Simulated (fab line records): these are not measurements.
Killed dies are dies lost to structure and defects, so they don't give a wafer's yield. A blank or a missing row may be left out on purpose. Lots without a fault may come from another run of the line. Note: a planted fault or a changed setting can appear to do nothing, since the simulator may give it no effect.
Matching of chambers    flow berkeley-cmos170    UCB170_GATE_ETCH_15 on rie-si-02: 4 sister chambers
The step etches poly-Si in HBr/Cl2, stops on SiO2, time 56.3 s, target depth 278.2 nm. 8 wafers are shown with their chamber, then 7 later ones without.

## WAFERS WITH THEIR CHAMBER
wafer   chamber  throttle-valve-pct (%)  oes-product-au (a.u.)
L265.2  1        26.18                   0.831
L265.6  0        26.44                   0.847
L269.3  2        26.70                   0.842
L269.4  1        26.18                   0.827
L275.3  2        26.70                   0.836
L275.6  3        26.19                   0.799
L277.1  0        26.43                   0.851
L277.2  3        26.18                   0.816

## WAFERS MISSING THEIR CHAMBER
wafer   throttle-valve-pct (%)  oes-product-au (a.u.)
L277.4  26.19                   0.821
L281.1  26.17                   0.836
L281.4  26.71                   0.838
L281.6  26.17                   0.824
L283.2  26.20                   0.803
L283.5  26.18                   0.831
L283.6  26.43                   0.853

## CHAMBER TAKEN BY EACH
wafer    from the rows above       in truth
L277.4   can't be placed: 3 or 1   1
L281.1   1                         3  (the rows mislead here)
L281.4   2                         2
L281.6   can't be placed: 1 or 3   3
L283.2   3                         3
L283.5   1                         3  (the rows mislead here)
L283.6   0                         0
3 of 7 placed correctly. From these rows, 2 cannot be placed; in 2 the true chamber is one of the candidates. Wrongly placed: 2.
How it was worked out, from the rows above alone: a wafer's distance from a chamber is the root of the sum, over the readings, of the square of ((its reading less the chamber's mean) divided by the reading's scatter). The wafer belongs to the nearest chamber; if the next one is less than 2 further off, it can't be placed. Each chamber's mean is taken over the wafers shown for it. The scatter: take each reading less its chamber's mean, square it, sum over the shown wafers, divide by the number of wafers less the number of chambers, and take the root.
